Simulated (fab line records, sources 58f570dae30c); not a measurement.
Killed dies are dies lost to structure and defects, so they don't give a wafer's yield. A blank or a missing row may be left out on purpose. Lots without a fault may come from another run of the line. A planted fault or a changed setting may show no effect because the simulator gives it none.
One fault seen from 2 desks | flow berkeley_cmos170 | each desk has only its own numbers; what lay behind them comes last

THE METROLOGY DESK
What the gauges read, lot by lot, whatever tool the lot ran on: means of the sampled wafers that have a number. A lot is out of limits, marked OUT, if its mean lies more than 4 standard deviations from the usual mean; the brackets give that distance.
Columns: A = PFIELD_TW at UCB170_PFIELD_TW_MEAS_09, usual 597; B = NVT_TW at UCB170_NVT_TW_MEAS_09, usual 521; C = NLDD_OVL at UCB170_NLDD_OVL_MEAS_07, usual 5 nm
lot  | first seen here | A             | B   | C
L237 | day 4 17:22     | 591           | 525 | 6
L238 | day 4 17:30     | 604           | 519 | 3
L239 | day 4 21:38     | 604           | 521 | 15
L242 | day 5 01:16     | 600           | 514 | 13
L246 | day 6 09:26     | 656 (+13) OUT | 523 | 5
L247 | day 6 17:46     | 648 (+11) OUT | 523 | 2
L250 | day 7 03:18     | 598           | 516 | 7
L249 | day 7 03:27     | 653 (+12) OUT | 520 | 13
L251 | day 7 08:12     | 598           | 519 | 10
L253 | day 7 15:46     | 600           | 518 | 3
L252 | day 7 15:53     | 592           | 530 | -0
L255 | day 8 03:39     | 594           | 520 | 9
L257 | day 8 18:14     | 594           | 525 | 6
L258 | day 9 00:37     | 595           | 524 | -1
L259 | day 9 02:48     | 593           | 518 | 7
This desk's finding: out of limits on L246, L247, L249; first on L246, day 6 09:26 (PFIELD_TW at UCB170_PFIELD_TW_MEAS_09). In limits: L237, L238, L239, L242, L250, L251, L253, L252, L255, L257, L258, L259.

THE TOOL OWNER'S DESK: implanter-03
The tool's own readings at UCB170_PFIELD_IMPLANT_07: means of the sampled wafers that have a number, for each lot that ran on this tool. A lot is out of limits, marked OUT, if its mean lies more than 4 standard deviations from the usual mean; the brackets give that distance.
Columns: A = dose_ions_cm2 at UCB170_PFIELD_IMPLANT_07, usual 1.9999e+13; B = faraday_current_uA at UCB170_PFIELD_IMPLANT_07, usual 63.5
lot  | first seen here | A                            | B
L238 | day 4 17:17     | 1.9970e+13                   | 63.6
L239 | day 4 21:23     | 2.0008e+13                   | 64.7
L246 | day 6 09:11     | 2.6021e+13 (+99 or more) OUT | 80.3 (+12) OUT
L247 | day 6 17:31     | 2.5991e+13 (+99 or more) OUT | 82.0 (+13) OUT
L249 | day 7 03:14     | 2.6007e+13 (+99 or more) OUT | 83.4 (+14) OUT
This desk's finding: out of limits on L246, L247, L249; first on L246, day 6 09:11 (dose_ions_cm2 at UCB170_PFIELD_IMPLANT_07). In limits: L238, L239.

PUT TOGETHER
The tool owner's desk could have raised an alarm at day 6 09:11, on L246, L247, L249.
The metrology desk could have raised an alarm at day 6 09:26, on L246, L247, L249.
Of the lots named, all ran UCB170_PFIELD_IMPLANT_07 on implanter-03.

WHAT THE SIMULATOR HAD PUT IN
Process parameter drift: implanter-03, from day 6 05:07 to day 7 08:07, at UCB170_PFIELD_IMPLANT_07. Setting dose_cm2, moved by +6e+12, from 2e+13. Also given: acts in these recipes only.
Lots struck among those shown: L246, L247, L249.
Hours from the fault's start to each desk's first reading out of limits: the tool owner's desk, 4; the metrology desk, 4.
